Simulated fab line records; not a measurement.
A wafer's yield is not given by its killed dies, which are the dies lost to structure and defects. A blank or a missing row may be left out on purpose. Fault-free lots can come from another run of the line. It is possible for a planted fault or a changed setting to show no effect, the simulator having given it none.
2 desks looking at one fault || flow rit cmos || numbers are kept per desk, each desk with only its own; the story behind them comes last

== FOR THE TOOL OWNER'S DESK: litho track-03 ==
The tool's own readings at RIT_M1_COAT_04 (resist thk 1300 nm): means of the sampled wafers that have a number, for each lot that ran on this tool. Any lot whose mean is over 4 standard deviations away from the usual mean is out of limits and marked OUT; that distance is given in the brackets.
Columns: A = dispense pressure kPa at RIT_M1_COAT_04, usual 49 kPa
{"lot": "L400", "first seen here": "day 4 21:56", "A": 55}
{"lot": "L407", "first seen here": "day 6 11:28", "A": 55}
Finding of this desk: none of the 2 lots has anything out of limits.

== METROLOGY DESK ==
What the gauges read, lot by lot, whatever tool the lot ran on: means of the sampled wafers that have a number. Any lot whose mean is over 4 standard deviations away from the usual mean is out of limits and marked OUT; that distance is given in the brackets.
Columns: A = cd nm at RIT_CONTACT_CD_MEAS_08, usual 999.0 nm; B = CONTACT_OVL at RIT_CONTACT_OVL_MEAS_09, usual 1.5 nm; C = cd nm at RIT_CONTACT_CD_MEAS_90, usual 999.0 nm; D = M1_AL_RS at RIT_M1_RS_MEAS_01, usual 0.0738 ohm/sq; E = M1_AL_THK at RIT_M1_THK_MEAS_02, usual 401 nm; F = cd nm at RIT_M1_CD_MEAS_09, usual 2601.5 nm; G = M1_OVL at RIT_M1_OVL_MEAS_10, usual -0.1 nm
{"lot": "L400", "first seen here": "day 4 20:01", "A": 1000.7, "B": 1.5, "C": 1000.6, "D": 0.0734, "E": 404, "F": 2601.8, "G": 0.9}
{"lot": "L403", "first seen here": "day 5 12:56", "A": 1000.5, "B": 2.9, "C": 1000.6, "D": 0.0741, "E": 401, "F": 2601.7, "G": -2.2}
{"lot": "L407", "first seen here": "day 6 09:40", "A": 999.5, "B": -1.1, "C": 999.6, "D": 0.0740, "E": 398, "F": 2603.9, "G": 1.1}
{"lot": "L412", "first seen here": "day 7 16:23", "A": 995.4, "B": 0.1, "C": 995.3, "D": 0.0738, "E": 400, "F": 2600.3, "G": 1.3}
{"lot": "L415", "first seen here": "day 8 05:25", "A": 1002.0, "B": 1.0, "C": 1002.2, "D": 0.0730, "E": 406, "F": 2600.1, "G": 0.4}
Finding of this desk: none of the 5 lots has anything out of limits.

== TAKEN TOGETHER ==
The desk of the tool owner found nothing out of limits.
At the metrology desk, nothing out of limits was observed.

== WHAT WAS PUT IN BY THE SIMULATOR ==
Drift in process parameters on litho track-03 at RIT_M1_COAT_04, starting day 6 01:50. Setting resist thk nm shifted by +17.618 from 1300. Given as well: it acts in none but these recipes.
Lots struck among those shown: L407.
